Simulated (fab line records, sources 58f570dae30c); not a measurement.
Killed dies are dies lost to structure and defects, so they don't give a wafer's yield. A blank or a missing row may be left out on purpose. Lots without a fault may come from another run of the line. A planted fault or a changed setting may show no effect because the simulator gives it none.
Which tool did it? | flow berkeley_cmos170 | 15 lots, 45 wafers sampled, at 6 steps of a route of 331

WHAT THE GAUGES READ, wafer by wafer
UCB170_CONTACT_OVL_MEAS_16.
lot  | measured     | on         | CONTACT_OVL (nm)
L371 | day 8 02:16  | overlay-01 | 2 -5 -5
L370 | day 8 04:14  | overlay-01 | -1 1 3
L374 | day 8 11:39  | overlay-02 | -4 2 0
L373 | day 8 12:43  | overlay-01 | 1 -3 0
L372 | day 8 12:57  | overlay-02 | -2 2 -3
L375 | day 9 19:29  | overlay-02 | -4 5 2
L377 | day 9 20:14  | overlay-02 | 4 1 0
L376 | day 9 21:16  | overlay-02 | -2 -7 0
L378 | day 10 00:38 | overlay-02 | 0 -8 -12
L382 | day 11 02:26 | overlay-02 | -9 -2 -9
L385 | day 11 02:33 | overlay-01 | 0 -3 -3
L386 | day 11 18:03 | overlay-02 | 4 1 -3
L388 | day 12 07:06 | overlay-02 | -2 2 3
L389 | day 12 07:26 | overlay-02 | 0 -8 -4
L391 | day 13 00:20 | overlay-01 | 0 -5 -5

UCB170_V1_THK_MEAS_01.
lot  | measured     | on            | V1_TEOS_THK (nm)
L371 | day 8 06:46  | film_metro-02 | 2020 2088 2034
L370 | day 8 09:26  | film_metro-02 | 1969 1952 1997
L374 | day 8 15:36  | film_metro-04 | 1994 2000 2029
L373 | day 8 16:56  | film_metro-03 | 1940 1957 1972
L372 | day 8 16:56  | film_metro-02 | 1988 2007 2027
L375 | day 9 23:12  | film_metro-04 | 2008 2058 2033
L377 | day 10 00:32 | film_metro-02 | 1935 1958 1972
L376 | day 10 01:53 | film_metro-02 | 1988 2033 2028
L378 | day 10 04:22 | film_metro-04 | 1965 2000 2033
L382 | day 11 07:40 | film_metro-03 | 1994 1980 2032
L385 | day 11 07:42 | film_metro-04 | 1961 1963 2023
L386 | day 11 21:47 | film_metro-03 | 1959 1960 1984
L388 | day 12 11:05 | film_metro-02 | 1948 1989 2023
L389 | day 12 12:25 | film_metro-02 | 1986 1992 1992
L391 | day 13 04:17 | film_metro-04 | 1959 1989 2004

UCB170_M2_CD_MEAS_90: target cd 700 nm.
lot  | measured     | on        | cd_nm (nm)
L371 | day 8 11:55  | cd_sem-02 | 697 699 695
L370 | day 8 15:11  | cd_sem-01 | 699 695 698
L374 | day 8 20:44  | cd_sem-02 | 709 707 700
L373 | day 8 23:00  | cd_sem-02 | 693 695 698
L372 | day 8 23:14  | cd_sem-02 | 697 697 697
L375 | day 10 08:56 | cd_sem-01 | 701 701 700
L377 | day 10 09:12 | cd_sem-02 | 705 705 699
L376 | day 10 09:31 | cd_sem-01 | 694 696 694
L378 | day 10 10:15 | cd_sem-01 | 703 704 702
L382 | day 11 13:58 | cd_sem-02 | 701 701 704
L385 | day 11 14:07 | cd_sem-01 | - - -
L386 | day 12 03:45 | cd_sem-02 | - - -
L388 | day 12 17:22 | cd_sem-02 | - - -
L389 | day 12 18:03 | cd_sem-01 | 696 697 696
L391 | day 13 09:43 | cd_sem-02 | 699 696 695

UCB170_M3_RS_MEAS_02: measures by four-point-probe.
lot  | measured     | on            | M3_AL_RS (ohm/sq)
L371 | day 8 14:38  | film_metro-03 | 0.0323 0.0322 0.0320
L370 | day 8 17:52  | film_metro-04 | 0.0322 0.0326 0.0318
L374 | day 8 23:45  | film_metro-01 | 0.0322 0.0324 0.0321
L373 | day 9 02:48  | film_metro-01 | 0.0320 0.0320 0.0320
L372 | day 9 02:58  | film_metro-04 | 0.0326 0.0326 0.0327
L375 | day 10 11:41 | film_metro-01 | 0.0324 0.0328 0.0325
L377 | day 10 12:02 | film_metro-03 | 0.0323 0.0324 0.0323
L376 | day 10 12:16 | film_metro-01 | 0.0319 0.0321 0.0319
L378 | day 10 12:49 | film_metro-04 | 0.0321 0.0326 0.0326
L382 | day 11 16:46 | film_metro-03 | 0.0327 0.0328 0.0323
L389 | day 12 20:50 | film_metro-04 | 0.0333 0.0325 0.0326
L391 | day 13 14:11 | film_metro-03 | 0.0324 0.0321 0.0318

WHICH TOOL RAN EACH LOT (tool, then ch and the chambers of the sampled wafers, then the start)
lot  | UCB170_M2_METAL_ETCH_18           | UCB170_M2_STRIP_19
L371 | rie_metal-01 ch 0,1, day 8 11:35  | plasma_asher-02 ch 0,1, day 8 11:46
L370 | rie_metal-04 ch 0,1, day 8 14:47  | plasma_asher-01 ch 0,1, day 8 14:59
L374 | rie_metal-04 ch 0,1, day 8 20:26  | plasma_asher-02 ch 0,1, day 8 20:37
L373 | rie_metal-04 ch 1, day 8 22:35    | plasma_asher-04 ch 0, day 8 22:46
L372 | rie_metal-01 ch 0,1, day 8 22:52  | plasma_asher-01 ch 0,1, day 8 23:03
L375 | rie_metal-01 ch 0,1, day 10 08:37 | plasma_asher-01 ch 0,1, day 10 08:49
L377 | rie_metal-04 ch 0,1, day 10 08:55 | plasma_asher-01 ch 0,1, day 10 09:06
L376 | rie_metal-01 ch 0,1, day 10 09:15 | plasma_asher-02 ch 0,1, day 10 09:25
L378 | rie_metal-03 ch 1, day 10 09:56   | plasma_asher-04 ch 0,1, day 10 10:08
L382 | rie_metal-03 ch 0,1, day 11 13:41 | plasma_asher-02 ch 0,1, day 11 13:52
L385 | rie_metal-04 ch 0, day 11 13:48   | plasma_asher-01 ch 0,1, day 11 13:59
L386 | rie_metal-01 ch 1, day 12 03:17   | plasma_asher-04 ch 0,1, day 12 03:39
L388 | rie_metal-03 ch 0,1, day 12 17:04 | plasma_asher-01 ch 0,1, day 12 17:15
L389 | rie_metal-01 ch 0, day 12 17:46   | plasma_asher-01 ch 0,1, day 12 17:57
L391 | rie_metal-01 ch 0,1, day 13 09:25 | plasma_asher-01 ch 0,1, day 13 09:36
- UCB170_M2_METAL_ETCH_18: etches Al in Cl2/BCl3, stops on SiO2, target depth 1170 nm, time 195 s.
- UCB170_M2_STRIP_19: strips in O2.

WHAT THE TOOLS THEMSELVES READ (means of the sampled wafers that have a number; where no wafer has one, the mark that the record gives instead)
UCB170_M2_METAL_ETCH_18.
lot  | tool         | bcl3_flow_sccm (sccm) | bias_w (W) | drypump_motor_current_A (A) | oes_product_au (a.u.) | throttle_valve_pct (%)
L371 | rie_metal-01 | 44.82                 | 120.2      | 5.18                        | 0.862                 | 24.3
L370 | rie_metal-04 | 44.87                 | 120.1      | 5.70                        | 0.874                 | 24.0
L374 | rie_metal-04 | 44.88                 | 120.0      | 5.67                        | 0.863                 | 24.0
L373 | rie_metal-04 | 44.73                 | 119.8      | 5.40                        | 0.844                 | 24.0
L372 | rie_metal-01 | 44.97                 | 120.2      | 5.30                        | 0.855                 | 24.2
L375 | rie_metal-01 | 44.94                 | 119.9      | 5.29                        | 0.858                 | 24.2
L377 | rie_metal-04 | 44.97                 | 119.9      | 5.56                        | 0.854                 | 24.0
L376 | rie_metal-01 | 44.97                 | 119.8      | 5.29                        | 0.863                 | 24.2
L378 | rie_metal-03 | 44.94                 | 120.0      | 5.36                        | 0.874                 | 24.8
L382 | rie_metal-03 | 45.04                 | 120.5      | 5.50                        | 0.856                 | 24.7
L385 | rie_metal-04 | -                     | -          | -                           | -                     | -
L386 | rie_metal-01 | -                     | -          | -                           | -                     | -
L388 | rie_metal-03 | -                     | -          | -                           | -                     | -
L389 | rie_metal-01 | 44.93                 | 119.8      | 5.41                        | 0.857                 | 24.2
L391 | rie_metal-01 | 44.92                 | 119.8      | 5.17                        | 0.862                 | 24.3

UCB170_M2_STRIP_19.
lot  | tool            | drypump_motor_current_A (A) | oes_product_au (a.u.)
L371 | plasma_asher-02 | 5.2                         | 0.526
L370 | plasma_asher-01 | 6.0                         | 0.554
L374 | plasma_asher-02 | 5.4                         | 0.556
L373 | plasma_asher-04 | 5.1                         | 0.526
L372 | plasma_asher-01 | 6.0                         | 0.517
L375 | plasma_asher-01 | 5.8                         | 0.521
L377 | plasma_asher-01 | 5.8                         | 0.540
L376 | plasma_asher-02 | 5.3                         | 0.517
L378 | plasma_asher-04 | 5.4                         | 0.562
L382 | plasma_asher-02 | 5.2                         | 0.538
L385 | plasma_asher-01 | 5.8                         | 0.725
L386 | plasma_asher-04 | 5.4                         | 0.726
L388 | plasma_asher-01 | 6.0                         | 0.725
L389 | plasma_asher-01 | 6.0                         | 0.510
L391 | plasma_asher-01 | 6.0                         | 0.518

THE ANSWER, worked out from the rows above alone
Rule: what is usual is taken from the lots themselves. Put in order of their means at a reading, lots are off if they are a third of the lots or fewer, leave a main group of 4 or more, and stand apart from it by a gap of 3 or more times the standard deviation of the main group's means; of several such gaps the widest counts. A main group whose means are all the same, to the digits that the tables above print for the reading, isn't used. A lot without any number at a reading at which 4 lots or more have one is off too. The other lots that the step has rows for count as sound. The gauges are gone through in route order, then the tools' own readings, and for those a lot's mean is taken as printed above. The first step at which some lot is off is used, and at that step the reading that is off furthest; a lot without a number counts as furthest.
Off: L385, L386, L388, at UCB170_M2_CD_MEAS_90 (cd_nm). Without a number there: L385, L386, L388. The main group: mean 699 nm, standard deviation 3.4.
A tool fits if, at a process step before that reading, it ran every lot that is off, and no sound lot after the first of them. The gauges at UCB170_M2_CD_MEAS_90 aren't tried: what is off there is off at UCB170_M2_METAL_ETCH_18 too, on other tools, and a gauge's error can't cause that. None of those tried fits.

WHAT THE SIMULATOR HAD PUT IN
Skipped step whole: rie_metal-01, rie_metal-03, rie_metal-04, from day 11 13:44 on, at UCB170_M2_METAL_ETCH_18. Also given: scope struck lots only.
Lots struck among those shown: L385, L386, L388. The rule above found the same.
